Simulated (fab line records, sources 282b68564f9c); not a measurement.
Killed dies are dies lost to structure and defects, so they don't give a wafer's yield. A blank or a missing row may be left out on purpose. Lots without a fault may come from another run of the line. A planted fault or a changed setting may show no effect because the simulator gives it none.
fab line records | flow rit_cmos | part 1 of 2: steps 1 to 33 of 48
record lots=5 wafers=15 last_day=7
route steps=202 shown GATE@82 REOX@98 NLDD@103 PLDD@114 SPACER@125
lots that met no fault: from a run of the same line without faults
start_h: hours from the record's first day to the start of the lot's first wafer shown | wait_h: hours since the lot's step before | " the same as in the row above | L1.1+2: a row that stands for several wafers | - no value, or no start given | * or withheld: withheld | < > ~ a bound
route shown NAME@n: a module of which the file shows steps, and the number in the route of the first | usual: mean/standard deviation of fault-free wafers | same: alike in all rows | chamber/n: place in a boat | sites: the reading at each site | _std_site: their standard deviation | _edge_site: outer sites' mean less inner sites' | radius_mm: how far each site lies from the wafer's centre | mask NAME#n: copy n | behind: the tool/chamber that last shaped the wafer | hold: why the lot was held/for how many hours/how that ended | device: the transistor (n, p or np) that didn't switch | end of line: the same wafers' tests at the end of the route | a step without rows: its recipe alone | killed: dies lost to structure and defects at the first sort, not the wafer's yield | map: a wafer's dies, x killed, . not, _ none there
set.NAME: the setting as run; set.NAME@STEP: as run at that earlier step | model.NAME: the simulator's own value behind a step, which no gauge read
lots at some steps of the route; a table a step, a row a wafer
services: from which hour (start_h, from the record's first day; less than 0 if before it) a tool's chamber was out of use, for how many hours, and why
## steps
# step RIT_GATE_ANNEAL_06
# recipe temp_c=900 time_s=600 ambient=N2O
# usual spike_tc_source_C=923.3/2
# columns lot.wafer tool chamber start_h wait_h spike_tc_source_C
L077.2 furnace-01 0 48.80 0.9 920.6
L077.3 " 0 " " 923.0
L077.6 " 0 " " 921.3
L080.1 furnace-04 0 64.13 0.0 923.5
L080.3 " 0 " " 922.6
L080.4 " 0 " " 921.4
L081.1 furnace-02 0 67.72 0.0 926.6
L081.2 " 0 " " 929.0
L081.5 " 0 " " 926.8
L086.1 furnace-01 0 94.15 0.0 922.4
L086.3 " 0 " " 922.9
L086.4 " 0 " " 923.0
L095.1 furnace-01 0 139.14 1.1 923.3
L095.3 " 0 " " 923.8
L095.6 " 0 " " 921.3
# step RIT_GATE_THK_MEAS_07
# recipe reads=SiO2_of_GATE_OXIDATION_05
# usual GATE_OXIDE_THK=3.03/0.064
# columns lot.wafer tool chamber start_h wait_h GATE_OXIDE_THK[nm]
L077.2 film_metro-03 - 49.06 0.0 3.09
L077.3 " - " " 3.04
L077.6 " - " " 3.08
L080.1 film_metro-01 - 64.38 0.0 3.01
L080.3 " - " " 3.02
L080.4 " - " " 3.07
L081.1 film_metro-03 - 67.97 0.0 3.10
L081.2 " - " " 3.09
L081.5 " - " " 3.15
L086.1 film_metro-01 - 94.40 0.0 3.08
L086.3 " - " " 3.03
L086.4 " - " " 3.08
L095.1 film_metro-02 - 139.39 0.0 2.94
L095.3 " - " " 3.00
L095.6 " - " " 2.96
# step RIT_GATE_CVD_08
# recipe material=poly-Si target_thk_nm=250 temp_c=610 precursor=SiH4 time_s=2220 pressure_mtorr=300 sih4_flow_sccm=100
# usual spike_tc_source_C=630/3.8
# columns lot.wafer tool chamber start_h wait_h spike_tc_source_C
L077.2 lpcvd-02 0 49.11 0.0 629
L077.3 " 0 " " 628
L077.6 " 0 " " 629
L080.1 lpcvd-01 0 64.44 0.1 625
L080.3 " 0 " " 622
L080.4 " 0 " " 623
L081.1 lpcvd-02 1 68.03 0.1 634
L081.2 " 1 " " 635
L081.5 " 1 " " 635
L086.1 lpcvd-02 0 94.46 0.1 627
L086.3 " 0 " " 629
L086.4 " 0 " " 627
L095.1 lpcvd-02 0 139.45 0.1 628
L095.3 " 0 " " 628
L095.6 " 0 " " 629
# step RIT_GATE_THK_MEAS_09
# recipe reads=poly-Si_of_GATE_CVD_08
# usual GATE_POLY_THK=250.6/2.1
# columns lot.wafer tool chamber start_h wait_h GATE_POLY_THK[nm]
L077.2 film_metro-01 - 50.73 0.0 251.1
L077.3 " - " " 250.0
L077.6 " - " " 250.2
L080.1 film_metro-02 - 66.06 0.0 253.6
L080.3 " - " " 252.2
L080.4 " - " " 251.1
L081.1 film_metro-03 - 69.64 0.0 248.8
L081.2 " - " " 248.1
L081.5 " - " " 249.4
L086.1 film_metro-01 - 96.89 0.0 248.8
L086.3 " - " " 250.7
L086.4 " - " " 249.4
L095.1 film_metro-02 - 141.88 0.0 251.0
L095.3 " - " " 250.1
L095.6 " - " " 250.0
# step RIT_GATE_HMDS_10
# recipe prime_time_s=60 prime_temp_c=140
# columns lot.wafer tool chamber start_h wait_h
L077.2+3+6 litho_track-04 0 50.81 0.1
L080.1+3+4 litho_track-03 0 66.12 0.1
L081.1+2+5 litho_track-02 0 69.70 0.1
L086.1+3+4 litho_track-03 0 96.98 0.1
L095.1+3+6 litho_track-04 0 142.10 0.2
# step RIT_GATE_COAT_11
# recipe resist=NOVOLAK spin_rpm=4250 resist_thk_nm=850
# usual spin_speed_rpm=4250/3
# columns lot.wafer tool chamber start_h wait_h spin_speed_rpm
L077.2 litho_track-04 0 50.96 0.1 4244
L077.3 " 0 " " 4252
L077.6 " 0 " " 4241
L080.1 litho_track-03 0 66.27 0.1 4248
L080.3 " 0 " " 4252
L080.4 " 0 " " 4250
L081.1 litho_track-02 0 69.85 0.1 4247
L081.2 " 0 " " 4249
L081.5 " 0 " " 4249
L086.1 litho_track-03 0 97.13 0.1 4253
L086.3 " 0 " " 4251
L086.4 " 0 " " 4251
L095.1 litho_track-04 0 142.25 0.1 4251
L095.3 " 0 " " 4251
L095.6 " 0 " " 4250
# step RIT_GATE_SOFTBAKE_12
# recipe resist=NOVOLAK temp_c=90 time_s=60
# columns lot.wafer tool chamber start_h wait_h
L077.2+3+6 litho_track-04 0 51.11 0.1
L080.1+3+4 litho_track-03 0 66.42 0.1
L081.1+2+5 litho_track-02 0 70.00 0.1
L086.1+3+4 litho_track-03 0 97.28 0.1
L095.1+3+6 litho_track-04 0 142.40 0.1
# step RIT_GATE_EXPOSE_13
# recipe mask_id=M6 na=0.6 source_shape=conventional sigma_outer=0.6 target_cd_nm=150 dose_mj=380
# columns lot.wafer tool chamber start_h wait_h mask
L077.2+3+6 iline_stepper-01 0 51.38 0.2 M6#0
L080.1+3+4 iline_stepper-02 0 66.57 0.1 M6#0
L081.1+2+5 iline_stepper-01 0 70.28 0.2 M6#0
L086.1+3+4 iline_stepper-01 0 97.55 0.2 M6#0
L095.1+3+6 iline_stepper-02 0 142.68 0.2 M6#0
# step RIT_GATE_PEB_14
# recipe resist=NOVOLAK temp_c=withheld time_s=withheld
# columns lot.wafer tool chamber start_h wait_h
L077.2+3+6 litho_track-03 0 51.50 0.1
L080.1+3+4 litho_track-02 0 66.68 0.1
L081.1+2+5 litho_track-03 0 70.40 0.1
L086.1+3+4 litho_track-03 0 97.67 0.1
L095.1+3+6 litho_track-03 0 142.80 0.1
# step RIT_GATE_DEVELOP_15
# recipe resist=NOVOLAK develop_time_s=50 dev_temp_c=23
# columns lot.wafer tool chamber start_h wait_h
L077.2+3+6 litho_track-03 0 - -
L080.1+3+4 litho_track-02 0 - -
L081.1+2+5 litho_track-03 0 - -
L086.1+3+4 litho_track-03 0 - -
L095.1+3+6 litho_track-03 0 - -
# step RIT_GATE_CD_MEAS_16
# recipe target_cd_nm=150
# usual cd_nm=150.0/2.4
# columns lot.wafer tool chamber start_h wait_h cd_nm
L077.2 cd_sem-01 - 51.78 - 148.7
L077.3 " - " " 149.1
L077.6 " - " " 149.2
L080.1 cd_sem-02 - 66.97 - 151.7
L080.3 " - " " 151.3
L080.4 " - " " 153.1
L081.1 cd_sem-01 - 70.68 - 153.2
L081.2 " - " " 152.1
L081.5 " - " " 152.8
L086.1 cd_sem-01 - 97.95 - 152.9
L086.3 " - " " 152.7
L086.4 " - " " 154.7
L095.1 cd_sem-01 - 143.08 - 147.4
L095.3 " - " " 147.5
L095.6 " - " " 148.8
# step RIT_GATE_OVL_MEAS_17
# usual GATE_OVL=-0.7/1.4
# columns lot.wafer tool chamber start_h wait_h GATE_OVL[nm]
L077.2 overlay-02 - 51.88 0.1 -0.6
L077.3 " - " " -0.9
L077.6 " - " " -0.5
L080.1 overlay-02 - 67.09 0.1 -2.4
L080.3 " - " " -4.2
L080.4 " - " " -3.2
L081.1 overlay-01 - 70.80 0.1 -1.0
L081.2 " - " " -2.4
L081.5 " - " " 0.2
L086.1 overlay-01 - 98.07 0.1 0.2
L086.3 " - " " -2.1
L086.4 " - " " -1.6
L095.1 overlay-01 - 143.20 0.1 2.9
L095.3 " - " " 0.1
L095.6 " - " " 2.7
# step RIT_GATE_HARDBAKE_18
# recipe resist=NOVOLAK temp_c=140 time_s=60
# columns lot.wafer tool chamber start_h wait_h
L077.2+3+6 litho_track-03 0 51.94 0.0
L080.1+3+4 litho_track-04 0 67.22 0.1
L081.1+2+5 litho_track-03 0 70.84 0.0
L086.1+3+4 litho_track-02 0 98.11 0.0
L095.1+3+6 litho_track-02 0 143.24 0.0
# step RIT_GATE_ETCH_19
# recipe chemistry=SF6/CHF3/O2 time_s=165 SF6_flow_sccm=30 CHF3_flow_sccm=30 O2_flow_sccm=5 target=poly-Si pressure_mtorr=40 rf_w=160 target_depth_a=3125 over_etch_frac=0.25 stop_on=SiO2
# usual drypump_motor_current_A=5.8/0.46 oes_product_au=0.848/0.015 rf_fwd_power_W=159.3/0.52 throttle_valve_pct=10.29/0.16
# columns lot.wafer tool chamber start_h wait_h drypump_motor_current_A oes_product_au rf_fwd_power_W rf_hours_counter_h throttle_valve_pct
L077.2 rie_si-02 1 52.06 0.1 5.9 0.846 160.2 2 10.20
L077.3 " 0 " " 5.3 0.835 159.6 147 10.47
L077.6 " 2 " " 6.2 0.842 158.3 - 10.10
L080.1 rie_si-01 3 67.37 0.1 6.1 0.872 160.3 3 10.47
L080.3 " 1 " " 5.0 0.857 159.8 96 10.34
L080.4 " 0 " " 5.9 0.818 158.8 79 10.02
L081.1 rie_si-02 1 70.99 0.1 6.0 0.843 159.4 2 10.21
L081.2 " 2 " " 6.2 0.843 158.9 140 10.10
L081.5 " 1 " " 6.0 0.845 159.9 - 10.20
L086.1 rie_si-01 0 98.26 0.1 5.9 0.811 160.5 79 10.04
L086.3 " 3 " " 6.1 0.865 158.6 3 10.48
L086.4 " 2 " " 5.5 0.869 158.7 29 10.45
L095.1 rie_si-02 1 143.39 0.1 6.0 0.847 159.5 3 10.18
L095.3 " 2 " " 6.2 0.844 159.1 140 10.11
L095.6 " 0 " " 5.3 0.836 158.6 - 10.47
# step RIT_GATE_STRIP_20
# recipe chemistry=O2 time_s=180 resist=NOVOLAK platen_temp_c=withheld power_w=500 pressure_mtorr=4000 o2_flow_sccm=4000
# usual drypump_motor_current_A=5.7/0.57 o2_flow_sccm=4000/12
# columns lot.wafer tool chamber start_h wait_h drypump_motor_current_A o2_flow_sccm rf_hours_counter_h
L077.2 plasma_asher-04 1 52.17 0.1 5.2 4017 41
L077.3 " 0 " " 4.8 3992 -
L077.6 " 0 " " 4.8 3999 -
L080.1 plasma_asher-02 1 67.48 0.1 5.8 4017 43
L080.3 " 0 " " 6.5 3985 -
L080.4 " 1 " " 5.8 3997 -
L081.1 plasma_asher-04 1 71.09 0.1 5.2 4004 43
L081.2 " 0 " " 4.8 4000 43
L081.5 " 0 " " 4.8 3999 -
L086.1 plasma_asher-02 1 98.37 0.1 5.7 4020 47
L086.3 " 0 " " 6.5 3991 -
L086.4 " 1 " " 5.7 3997 -
L095.1 plasma_asher-02 1 143.49 0.1 5.7 4002 52
L095.3 " 0 " " 6.5 4005 -
L095.6 " 1 " " 5.7 4013 -
# step RIT_GATE_CD_MEAS_90
# recipe target_cd_nm=150
# usual cd_nm=150.0/2.4
# columns lot.wafer tool chamber start_h wait_h cd_nm
L077.2 cd_sem-01 - 52.37 0.1 148.6
L077.3 " - " " 149.2
L077.6 " - " " 148.9
L080.1 cd_sem-02 - 67.66 0.1 151.5
L080.3 " - " " 151.8
L080.4 " - " " 152.7
L081.1 cd_sem-01 - 71.27 0.1 153.4
L081.2 " - " " 151.7
L081.5 " - " " 152.2
L086.1 cd_sem-02 - 98.54 0.1 152.8
L086.3 " - " " 153.1
L086.4 " - " " 155.2
L095.1 cd_sem-01 - 143.67 0.1 147.1
L095.3 " - " " 147.0
L095.6 " - " " 149.0
# step RIT_REOX_CLEAN_00
# recipe chemistry=SC1 mix=3:3:50 time_s=600 temp_c=75
# columns lot.wafer tool chamber start_h wait_h
L077.2+3+6 wet_bench-03 3 52.47 0.1
L080.1+3+4 wet_bench-03 2 67.78 0.1
L081.1+2+5 wet_bench-02 0 71.39 0.1
L086.1+3+4 wet_bench-02 0 98.67 0.1
L095.1+3+6 wet_bench-02 2 143.79 0.1
# step RIT_REOX_CLEAN_01
# recipe chemistry=dHF dilution=50:1 time_s=30
# columns lot.wafer tool chamber start_h wait_h
L077.2+3+6 wet_bench-02 0 52.64 0.0
L080.1+3+4 wet_bench-04 3 67.95 0.0
L081.1+2+5 wet_bench-04 2 71.56 0.0
L086.1+3+4 wet_bench-02 1 98.84 0.0
L095.1+3+6 wet_bench-02 3 143.96 0.0
# step RIT_REOX_CLEAN_02
# recipe chemistry=SC2 mix=3:3:50 time_s=600 temp_c=75 dry=n2_spin
# columns lot.wafer tool chamber start_h wait_h
L077.2+3+6 wet_bench-04 3 52.66 0.0
L080.1+3+4 wet_bench-02 0 67.97 0.0
L081.1+2+5 wet_bench-02 2 71.58 0.0
L086.1+3+4 wet_bench-02 1 98.86 0.0
L095.1+3+6 wet_bench-02 1 143.98 0.0
# step RIT_REOX_OXIDATION_03
# recipe temp_c=900 ambient=O2 target_thk_a=252 ox_time_s=5580
# usual ox_temp_c_max=904.1/0.87 spike_tc_source_C=924.9/1.9
# columns lot.wafer tool chamber start_h wait_h ox_temp_c_max spike_tc_source_C
L077.2 furnace-04 0 53.34 0.5 904.3 920.6
L077.3 " 0 " " 904.5 922.9
L077.6 " 0 " " 904.5 922.0
L080.1 furnace-02 0 68.14 0.0 904.7 926.1
L080.3 " 0 " " 904.8 925.8
L080.4 " 0 " " 904.7 926.3
L081.1 furnace-03 0 72.04 0.3 902.7 925.0
L081.2 " 0 " " 903.1 924.9
L081.5 " 0 " " 902.4 924.8
L086.1 furnace-03 0 99.03 0.0 904.6 924.9
L086.3 " 0 " " 903.8 923.7
L086.4 " 0 " " 904.1 924.5
L095.1 furnace-02 0 144.16 0.0 903.0 925.4
L095.3 " 0 " " 905.0 926.3
L095.6 " 0 " " 904.7 926.6
# step RIT_REOX_THK_MEAS_04
# recipe reads=SiO2_of_REOX_OXIDATION_03
# usual REOX_OXIDE_THK=25.1/0.4
# columns lot.wafer tool chamber start_h wait_h REOX_OXIDE_THK[nm]
L077.2 film_metro-04 - 55.90 0.0 24.7
L077.3 " - " " 24.7
L077.6 " - " " 24.4
L080.1 film_metro-01 - 70.69 0.0 24.8
L080.3 " - " " 24.7
L080.4 " - " " 24.3
L081.1 film_metro-01 - 74.59 0.0 24.9
L081.2 " - " " 25.1
L081.5 " - " " 25.1
L086.1 film_metro-02 - 101.58 0.0 24.6
L086.3 " - " " 24.8
L086.4 " - " " 24.8
L095.1 film_metro-02 - 146.71 0.0 25.3
L095.3 " - " " 24.8
L095.6 " - " " 25.3
# step RIT_NLDD_HMDS_00
# recipe prime_time_s=60 prime_temp_c=140
# columns lot.wafer tool chamber start_h wait_h
L077.2+3+6 litho_track-04 0 55.98 0.1
L080.1+3+4 litho_track-02 0 70.75 0.1
L081.1+2+5 litho_track-01 0 74.65 0.1
L086.1+3+4 litho_track-01 0 101.64 0.1
L095.1+3+6 litho_track-02 0 147.05 0.3
# step RIT_NLDD_COAT_01
# recipe resist=NOVOLAK spin_rpm=3250 resist_thk_nm=1000
# usual spin_speed_rpm=3250.0/2.2
# columns lot.wafer tool chamber start_h wait_h spin_speed_rpm
L077.2 litho_track-04 0 56.13 0.1 3249.0
L077.3 " 0 " " 3249.0
L077.6 " 0 " " 3251.4
L080.1 litho_track-02 0 70.90 0.1 3247.4
L080.3 " 0 " " 3247.8
L080.4 " 0 " " 3248.7
L081.1 litho_track-01 0 74.80 0.1 3249.5
L081.2 " 0 " " 3249.7
L081.5 " 0 " " 3253.1
L086.1 litho_track-01 0 101.79 0.1 3252.0
L086.3 " 0 " " 3249.4
L086.4 " 0 " " 3251.5
L095.1 litho_track-02 0 147.20 0.1 3249.1
L095.3 " 0 " " 3251.0
L095.6 " 0 " " 3249.1
# step RIT_NLDD_SOFTBAKE_02
# recipe resist=NOVOLAK temp_c=90 time_s=60
# columns lot.wafer tool chamber start_h wait_h
L077.2+3+6 litho_track-04 0 56.28 0.1
L080.1+3+4 litho_track-02 0 71.05 0.1
L081.1+2+5 litho_track-01 0 74.95 0.1
L086.1+3+4 litho_track-01 0 101.94 0.1
L095.1+3+6 litho_track-02 0 147.35 0.1
# step RIT_NLDD_EXPOSE_03
# recipe mask_id=M7 na=0.57 target_cd_nm=40700 dose_mj=250
# columns lot.wafer tool chamber start_h wait_h mask
L077.2+3+6 iline_stepper-02 0 56.55 0.2 M7#0
L080.1+3+4 iline_stepper-01 0 71.33 0.2 M7#0
L081.1+2+5 iline_stepper-02 0 75.22 0.2 M7#0
L086.1+3+4 iline_stepper-01 0 102.22 0.2 M7#0
L095.1+3+6 iline_stepper-01 0 147.63 0.2 M7#0
# step RIT_NLDD_PEB_04
# recipe resist=NOVOLAK temp_c=withheld time_s=withheld
# columns lot.wafer tool chamber start_h wait_h
L077.2+3+6 litho_track-02 0 56.67 0.1
L080.1+3+4 litho_track-01 0 71.44 0.1
L081.1+2+5 litho_track-04 0 75.34 0.1
L086.1+3+4 litho_track-04 0 102.34 0.1
L095.1+3+6 litho_track-04 0 147.74 0.1
# step RIT_NLDD_DEVELOP_05
# recipe resist=NOVOLAK develop_time_s=50 dev_temp_c=23
# columns lot.wafer tool chamber start_h wait_h
L077.2+3+6 litho_track-02 0 - -
L080.1+3+4 litho_track-01 0 - -
L081.1+2+5 litho_track-04 0 - -
L086.1+3+4 litho_track-04 0 - -
L095.1+3+6 litho_track-04 0 - -
# step RIT_NLDD_OVL_MEAS_06
# usual NLDD_OVL=-0.2/1.1
# columns lot.wafer tool chamber start_h wait_h NLDD_OVL[nm]
L077.2 overlay-01 - 56.93 - 0.2
L077.3 " - " " 1.1
L077.6 " - " " 1.5
L080.1 overlay-01 - 71.73 - -1.0
L080.3 " - " " -0.1
L080.4 " - " " -1.8
L081.1 overlay-02 - 75.62 - 1.8
L081.2 " - " " 0.4
L081.5 " - " " 0.4
L086.1 overlay-01 - 102.62 - -1.6
L086.3 " - " " 1.7
L086.4 " - " " -1.8
L095.1 overlay-02 - 148.03 - -2.0
L095.3 " - " " -0.8
L095.6 " - " " -2.5
# step RIT_NLDD_HARDBAKE_07
# recipe resist=NOVOLAK temp_c=140 time_s=60
# columns lot.wafer tool chamber start_h wait_h
L077.2+3+6 litho_track-04 0 57.03 0.1
L080.1+3+4 litho_track-01 0 71.76 0.0
L081.1+2+5 litho_track-04 0 75.66 0.0
L086.1+3+4 litho_track-04 0 102.66 0.0
L095.1+3+6 litho_track-02 0 148.06 0.0
# step RIT_NLDD_IMPLANT_08
# recipe species=P energy_kev=20 dose_cm2=5e+14 tilt_deg=7
# columns lot.wafer tool chamber start_h wait_h
L077.2+3+6 implanter-03 0 57.18 0.1
L080.1+3+4 implanter-01 0 71.91 0.1
L081.1+2+5 implanter-03 0 75.81 0.1
L086.1+3+4 implanter-01 0 102.81 0.1
L095.1+3+6 implanter-03 0 148.21 0.1
# step RIT_NLDD_STRIP_09
# recipe chemistry=O2 time_s=180 resist=NOVOLAK platen_temp_c=withheld power_w=500 pressure_mtorr=4000 o2_flow_sccm=4000
# usual drypump_motor_current_A=5.8/0.47 o2_flow_sccm=3998/12
# columns lot.wafer tool chamber start_h wait_h drypump_motor_current_A o2_flow_sccm rf_hours_counter_h
L077.2 plasma_asher-03 1 57.30 0.1 5.7 4009 27
L077.3 " 0 " " 5.9 3968 -
L077.6 " 0 " " 6.0 3983 -
L080.1 plasma_asher-02 1 72.06 0.1 5.7 4026 43
L080.3 " 1 " " 5.7 3993 -
L080.4 " 0 " " 6.5 3990 -
L081.1 plasma_asher-02 0 75.96 0.1 6.5 3996 44
L081.2 " 1 " " 5.7 4006 44
L081.5 " 0 " " 6.5 3997 -
L086.1 plasma_asher-02 1 102.96 0.1 5.7 4021 47
L086.3 " 1 " " 5.8 4004 -
L086.4 " 0 " " 6.5 3995 -
L095.1 plasma_asher-02 1 148.36 0.1 5.7 4011 53
L095.3 " 0 " " 6.5 4001 -
L095.6 " 1 " " 5.7 4009 -
# step RIT_NLDD_TW_MEAS_10
# usual NLDD_TW=2533/22
# columns lot.wafer tool chamber start_h wait_h NLDD_TW
L077.2 film_metro-03 - 57.49 0.1 2559
L077.3 " - " " 2564
L077.6 " - " " 2564
L080.1 film_metro-03 - 72.24 0.1 2524
L080.3 " - " " 2528
L080.4 " - " " 2522
L081.1 film_metro-04 - 76.13 0.1 2530
L081.2 " - " " 2530
L081.5 " - " " 2525
L086.1 film_metro-03 - 103.13 0.1 2553
L086.3 " - " " 2555
L086.4 " - " " 2549
L095.1 film_metro-04 - 148.54 0.1 2521
L095.3 " - " " 2528
L095.6 " - " " 2542
# step RIT_PLDD_HMDS_00
# recipe prime_time_s=60 prime_temp_c=140
# columns lot.wafer tool chamber start_h wait_h
L077.2+3+6 litho_track-03 0 57.56 0.1
L080.1+3+4 litho_track-03 0 72.30 0.1
L081.1+2+5 litho_track-01 0 76.19 0.1
L086.1+3+4 litho_track-01 0 103.19 0.1
L095.1+3+6 litho_track-04 0 148.60 0.1
